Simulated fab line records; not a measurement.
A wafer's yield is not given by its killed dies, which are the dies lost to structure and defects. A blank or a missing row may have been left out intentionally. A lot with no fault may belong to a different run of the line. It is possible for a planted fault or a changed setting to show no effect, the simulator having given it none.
8D (eight disciplines) problem report, filled in by code | flow rit cmos | the parts of the form that need people (team, actions taken, sign-off) are left out

== 1. WHAT WENT WRONG ==
PSD_RS at RIT_SDANNEAL_RS_MEAS_04 reads a mean of 121.5 ohm/sq on 6 wafers of 2 lots; wafers without a fault read 115.9 ohm/sq with a standard deviation of 0.31. That is +18 standard deviations from the usual mean.
The step: measures by four-point-probe.
First seen on wafer L355.1, day 5 11:49, on film metro-03. Wafers with a number at this step in the record: 42, from 14 lots. The rule behind "out" and "out of limits": a value lying over 4 standard deviations away from the usual mean. Any other wafer with a number is counted as sound.

== 2. WHAT THIS IS AND IS NOT ==
question                    | is                           | is not
which readings at this step | PSD_RS                       | -
which lots                  | L355, L357                   | L346, L347, L348, L349, L350, L351, L352, L353, L354, L364, L368, L369
which wafers of those lots  | all that have a number       | -
read on which gauges        | film metro-02, film metro-03 | film metro-01
when                        | from day 5 11:49             | up to then (27 sound wafers); but 9 sound wafers of L364, L368, L369 came after

== 3. THE SUSPECTS, EACH WITH WHAT RULES IT OUT ==
Counting: a tool at any process step up to the reading remains a suspect when it ran all the lots that are out and ran no sound lot after the first of those.
- ruled out: the gauge at RIT_SDANNEAL_RS_MEAS_04. Those wafers that are out were read across 2 gauges (film metro-02, film metro-03).
- rtp anneal-01 at RIT_SDANNEAL_RTA_03 (time 5 s): ruled out as a lasting fault. After its first lot that is out, L355 (day 5 11:42), sound lots L369 ran on it.
Left after counting: nothing in the record.

== 4. THE CAUSE (what the simulator had put in) ==
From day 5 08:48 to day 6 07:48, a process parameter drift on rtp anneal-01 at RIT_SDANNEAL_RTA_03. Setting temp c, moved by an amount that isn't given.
It was ruled out by counting, in error; the rule expects a fault to strike all lots run on its tool from its start on, and this fault did not.

== 5. THE EFFECT CHAIN, in route order ==
One row per reading whose mean, taken over the struck wafers that have a number, lies over 3 standard deviations from the usual. Readings are gone through only where the record gives a usual standard deviation; hours: the median, over the lots, of the time from a lot's start at the first step in this table giving one to that lot's start at this step; sigmas: the change measured in usual standard deviations.
hours | step                    | reading          | usual        | on struck wafers | change | sigmas
0     | RIT_SDANNEAL_RTA_03     | wafer_temp_C_max | 1053.4       | 1045.2           | -8.2   | -6.3
0     | RIT_SDANNEAL_RS_MEAS_04 | PSD_RS           | 115.9 ohm/sq | 121.5            | +5.6   | +18
9     | RIT_SDANNEAL_RS_MEAS_06 | PLDD_RS          | 178.7 ohm/sq | 183.5            | +4.8   | +9.3
Its process steps:
- RIT_SDANNEAL_RTA_03: time 5 s.

== 6. HOW IT WOULD HAVE BEEN CAUGHT EARLIER ==
The first out-of-limits reading at a measuring or inspecting step in this record came at day 5 11:49, 3 hours after the fault's start at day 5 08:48.
The tool's own readings at RIT_SDANNEAL_RTA_03 were out on every struck wafer that the step has a row for (wafer_temp_C_max): an alarm limit on them would have fired on the first of those.
